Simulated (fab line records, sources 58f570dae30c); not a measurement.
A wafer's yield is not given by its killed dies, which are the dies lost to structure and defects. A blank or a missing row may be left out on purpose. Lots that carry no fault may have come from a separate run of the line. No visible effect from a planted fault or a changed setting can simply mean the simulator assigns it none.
fab line records | flow berkeleyCmos170
record lots=14 | wafers=42 | lastDay=13
route steps=331 shown ZERO@10 PVT@121 V1@255 V2@305
lots that met no fault: from a run of the same line without faults
startH: hours from the record's opening day to when the first of the lot's shown wafers began | waitH: hours from the lot's prior step to this one | " identical to the entry in the row above | L1.1+2: several wafers, shown together as one row | - no value, or no start was given | * or withheld: withheld | < > ~ a bound
route shown NAME@n: a module of which the file shows steps, and the number in the route of the first | usual: mean/standard deviation taken from wafers without a fault | same: alike in all rows | chamber/n: place in a boat | sites: the reading at each site | _std_site: the standard deviation of these | _edge_site: outer sites' mean less inner sites' | radiusMm: how far each site lies from the wafer's centre | mask NAME#n: copy n | behind: the most recent tool/chamber to have shaped the wafer | hold: reason for holding the lot/hours on hold/outcome of the hold | device: names the non-switching transistor (n, p or np) | end of line: at the end of the route, the tests of the same wafers | for a step that has no rows: nothing shown but its recipe | killed: at the first sort, the dies lost to defects and structure; wafer yield is something else | map: shows each die of a wafer: x if killed, . if not, _ if none is there
set.NAME: the run value of the setting; set.NAME@STEP: its run value at that earlier step | model.NAME: the simulator's own value behind a step, which no gauge read
steps of the route over a sample of lots; a table a step, a row a wafer
## steps
# step UCB170_ZERO_PEB_04
# recipe pebTempC=130 | pebTimeS=withheld | resist=KrF
# usual chillPlateTempC=23.01/0.11 | exhaustPa=45.1/0.85
lot.wafer | tool          | chamber | startH | waitH | chillPlateTempC | exhaustPa
L847.2    | lithoTrack-03 | 0       | 24.45  | 0.1   | 23.05           | 44.2
L847.3    | "             | 0       | "      | "     | 23.14           | 44.5
L847.5    | "             | 0       | "      | "     | 23.09           | 45.1
L848.2    | lithoTrack-01 | 0       | 26.46  | 0.8   | 23.20           | 44.5
L848.5    | "             | 0       | "      | "     | 23.05           | 44.9
L848.6    | "             | 0       | "      | "     | 23.09           | 44.7
L849.2    | lithoTrack-04 | 0       | 28.13  | 0.1   | 23.00           | 44.1
L849.3    | "             | 0       | "      | "     | 23.05           | 45.5
L849.5    | "             | 0       | "      | "     | 22.96           | 46.2
L851.2    | lithoTrack-01 | 0       | 46.16  | 0.1   | 22.88           | 45.3
L851.4    | "             | 0       | "      | "     | 23.00           | 45.9
L851.5    | "             | 0       | "      | "     | 23.01           | 44.1
L857.2    | lithoTrack-03 | -       | 77.16  | 0.1   | -               | -
L857.5    | "             | -       | "      | "     | -               | -
L857.6    | "             | -       | "      | "     | -               | -
L858.2    | lithoTrack-01 | -       | 77.40  | 0.1   | -               | -
L858.3    | "             | -       | "      | "     | -               | -
L858.4    | "             | -       | "      | "     | -               | -
L862.1    | lithoTrack-01 | 0       | 91.91  | 0.4   | 22.99           | 43.2
L862.4    | "             | 0       | "      | "     | 22.88           | 45.9
L862.5    | "             | 0       | "      | "     | 23.05           | 44.4
L863.1    | lithoTrack-01 | 0       | 107    | -     | 22.95           | 45.3
L863.5    | "             | 0       | "      | "     | 22.95           | 44.0
L863.6    | "             | 0       | "      | "     | 22.87           | 45.2
L864.3    | lithoTrack-01 | 0       | 107    | -     | 22.95           | 43.5
L864.4    | "             | 0       | "      | "     | 22.85           | 45.5
L864.5    | "             | 0       | "      | "     | 23.03           | 43.2
L866.2    | lithoTrack-04 | 0       | 113.67 | 1.0   | 22.95           | 45.6
L866.3    | "             | 0       | "      | "     | 22.94           | 44.9
L866.4    | "             | 0       | "      | "     | 23.10           | 45.9
L867.3    | lithoTrack-03 | 0       | 120    | -     | 23.05           | 46.4
L867.4    | "             | 0       | "      | "     | 23.07           | 47.7
L867.6    | "             | 0       | "      | "     | 22.99           | 46.3
L868.4    | lithoTrack-03 | 0       | 126.83 | 0.2   | 22.98           | 45.0
L868.5    | "             | 0       | "      | "     | 22.91           | 45.9
L868.6    | "             | 0       | "      | "     | 22.93           | 45.1
L869.2    | lithoTrack-03 | 0       | 133.97 | 0.5   | 23.03           | 44.3
L869.3    | "             | 0       | "      | "     | 23.00           | 43.0
L869.6    | "             | 0       | "      | "     | 22.96           | 44.5
L870.2    | lithoTrack-01 | 0       | 140.05 | 0.3   | 23.05           | 45.5
L870.5    | "             | 0       | "      | "     | 23.10           | 45.3
L870.6    | "             | 0       | "      | "     | 23.09           | 45.7
# step UCB170_PVT_OVL_MEAS_06
# usual PVT_OVL=4/4.8
lot.wafer | tool       | chamber | startH | waitH | PVT_OVL[nm]
L847.2    | overlay-02 | -       | 124.94 | -     | 7
L847.3    | "          | -       | "      | "     | 1
L847.5    | "          | -       | "      | "     | 5
L849.2    | overlay-02 | -       | 151.31 | -     | 1
L849.3    | "          | -       | "      | "     | 6
L849.5    | "          | -       | "      | "     | 4
L848.2    | overlay-01 | -       | 152.13 | -     | 5
L848.5    | "          | -       | "      | "     | 5
L848.6    | "          | -       | "      | "     | -1
L851.2    | overlay-01 | -       | 158.42 | -     | 10
L851.4    | "          | -       | "      | "     | -1
L851.5    | "          | -       | "      | "     | 2
L862.1    | overlay-02 | -       | 201.32 | -     | -10
L862.4    | "          | -       | "      | "     | 4
L862.5    | "          | -       | "      | "     | -1
L864.3    | overlay-02 | -       | 217.51 | -     | 1
L864.4    | "          | -       | "      | "     | 4
L864.5    | "          | -       | "      | "     | 6
L863.1    | overlay-01 | -       | 217.72 | -     | -6
L863.5    | "          | -       | "      | "     | -7
L863.6    | "          | -       | "      | "     | -6
L866.2    | overlay-01 | -       | 227.30 | -     | -2
L866.3    | "          | -       | "      | "     | -6
L866.4    | "          | -       | "      | "     | 3
L867.3    | overlay-02 | -       | 236.67 | -     | 5
L867.4    | "          | -       | "      | "     | 4
L867.6    | "          | -       | "      | "     | 11
L869.2    | overlay-01 | -       | 248.61 | -     | 9
L869.3    | "          | -       | "      | "     | 5
L869.6    | "          | -       | "      | "     | 10
L868.4    | overlay-01 | -       | 248.90 | -     | 4
L868.5    | "          | -       | "      | "     | 7
L868.6    | "          | -       | "      | "     | 9
L870.2    | overlay-02 | -       | 249.16 | -     | 14
L870.5    | "          | -       | "      | "     | 6
L870.6    | "          | -       | "      | "     | 10
# step UCB170_V1_THK_MEAS_01
# recipe reads=SiO2_of_V1_CVD_00
# usual V1_TEOS_THK=1986/25
lot.wafer | tool         | chamber | startH | waitH | V1_TEOS_THK[nm]
L847.2    | filmMetro-02 | -       | 175.61 | 0.1   | 1987
L847.3    | "            | -       | "      | "     | 1983
L847.5    | "            | -       | "      | "     | 2007
L849.2    | filmMetro-01 | -       | 188.82 | 0.1   | 1973
L849.3    | "            | -       | "      | "     | 1962
L849.5    | "            | -       | "      | "     | 1989
L848.2    | filmMetro-01 | -       | 190.11 | 0.1   | 1949
L848.5    | "            | -       | "      | "     | 1977
L848.6    | "            | -       | "      | "     | 1986
L851.2    | filmMetro-04 | -       | 200.22 | 0.1   | 2021
L851.4    | "            | -       | "      | "     | 2011
L851.5    | "            | -       | "      | "     | 2004
L862.1    | filmMetro-01 | -       | 246.74 | 0.1   | 1950
L862.4    | "            | -       | "      | "     | 2003
L862.5    | "            | -       | "      | "     | 2004
L863.1    | filmMetro-02 | -       | 265.69 | 0.1   | 1990
L863.5    | "            | -       | "      | "     | 2041
L863.6    | "            | -       | "      | "     | 1999
L864.3    | filmMetro-04 | -       | 265.71 | 0.1   | 1976
L864.4    | "            | -       | "      | "     | 1977
L864.5    | "            | -       | "      | "     | 1972
L866.2    | filmMetro-04 | -       | 273.07 | 0.1   | 1975
L866.3    | "            | -       | "      | "     | 1955
L866.4    | "            | -       | "      | "     | 2005
L867.3    | filmMetro-02 | -       | 281.75 | 0.1   | 1990
L867.4    | "            | -       | "      | "     | 2015
L867.6    | "            | -       | "      | "     | 1975
L870.2    | filmMetro-04 | -       | 289.93 | 0.1   | 1938
L870.5    | "            | -       | "      | "     | 1996
L870.6    | "            | -       | "      | "     | 2011
L869.2    | filmMetro-01 | -       | 291.26 | 0.1   | 1965
L869.3    | "            | -       | "      | "     | 1975
L869.6    | "            | -       | "      | "     | 1995
L868.4    | filmMetro-02 | -       | 291.28 | 0.0   | 1982
L868.5    | "            | -       | "      | "     | 2026
L868.6    | "            | -       | "      | "     | 2022
# step UCB170_V2_OVL_MEAS_13
# usual V2_OVL=-1/5.3
lot.wafer | tool       | chamber | startH | waitH | V2_OVL[nm]
L847.2    | overlay-01 | -       | 184.07 | 0.1   | -5
L847.3    | "          | -       | "      | "     | -2
L847.5    | "          | -       | "      | "     | 2
L849.2    | overlay-01 | -       | 195.68 | 0.1   | -10
L849.3    | "          | -       | "      | "     | -11
L849.5    | "          | -       | "      | "     | -9
L848.2    | overlay-01 | -       | 198.71 | 0.1   | -4
L848.5    | "          | -       | "      | "     | 4
L848.6    | "          | -       | "      | "     | 5
L851.2    | overlay-02 | -       | 208.62 | 0.1   | -5
L851.4    | "          | -       | "      | "     | -4
L851.5    | "          | -       | "      | "     | -4
L862.1    | overlay-01 | -       | 257.81 | 0.1   | 0
L862.4    | "          | -       | "      | "     | 3
L862.5    | "          | -       | "      | "     | 2
L863.1    | overlay-02 | -       | 273.79 | 0.1   | 7
L863.5    | "          | -       | "      | "     | 4
L863.6    | "          | -       | "      | "     | 2
L864.3    | overlay-02 | -       | 273.97 | 0.1   | -13
L864.4    | "          | -       | "      | "     | -16
L864.5    | "          | -       | "      | "     | -6
L866.2    | overlay-01 | -       | 280.81 | 0.1   | 5
L866.3    | "          | -       | "      | "     | -1
L866.4    | "          | -       | "      | "     | 0
L867.3    | overlay-01 | -       | 290.45 | 0.1   | 7
L867.4    | "          | -       | "      | "     | -1
L867.6    | "          | -       | "      | "     | -2
L870.2    | overlay-02 | -       | 298.50 | 0.1   | 3
L870.5    | "          | -       | "      | "     | 6
L870.6    | "          | -       | "      | "     | 4
L868.4    | overlay-01 | -       | 298.76 | 0.1   | 7
L868.5    | "          | -       | "      | "     | -7
L868.6    | "          | -       | "      | "     | 8
L869.2    | overlay-01 | -       | 299.04 | 0.1   | 3
L869.3    | "          | -       | "      | "     | 7
L869.6    | "          | -       | "      | "     | 8
## key
firstSign step=UCB170_ZERO_PEB_04 | reading=toolRecord | direction=missing
effect none on later readings
metAt UCB170_ZERO_PEB_04
struckLots L857,L858
laterRowsLeftOut L857.2,L857.5,L857.6,L858.2,L858.3,L858.4
sortLeftOut L857.2,L857.5,L857.6,L858.2,L858.3,L858.4
testerLeftOut L857,L858
notActingAt UCB170_PVT_OVL_MEAS_06,UCB170_V1_THK_MEAS_01,UCB170_V2_OVL_MEAS_13
onsetBetween 46.16 77.16
fault kind=skippedStepWhole | tool=lithoTrack-01,lithoTrack-03 | chamber=- | onsetH=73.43 | steps=UCB170_ZERO_PEB_04 | scope=struckLotsOnly
# testerLeftOut: of these lots the tester's yield and bins aren't shown, on N5 and GAA mostly nor the transistor test; their killed dies are dies lost to structure and defects alone, not to doping, threshold or leakage, so they don't give the yield
# sortLeftOut: the simulated sort isn't trusted on such a fault, so these wafers' sort isn't shown, and their yield isn't known
# laterRowsLeftOut: the simulator's readings of these wafers behind a module that went badly wrong aren't trusted and aren't shown, but for the sort
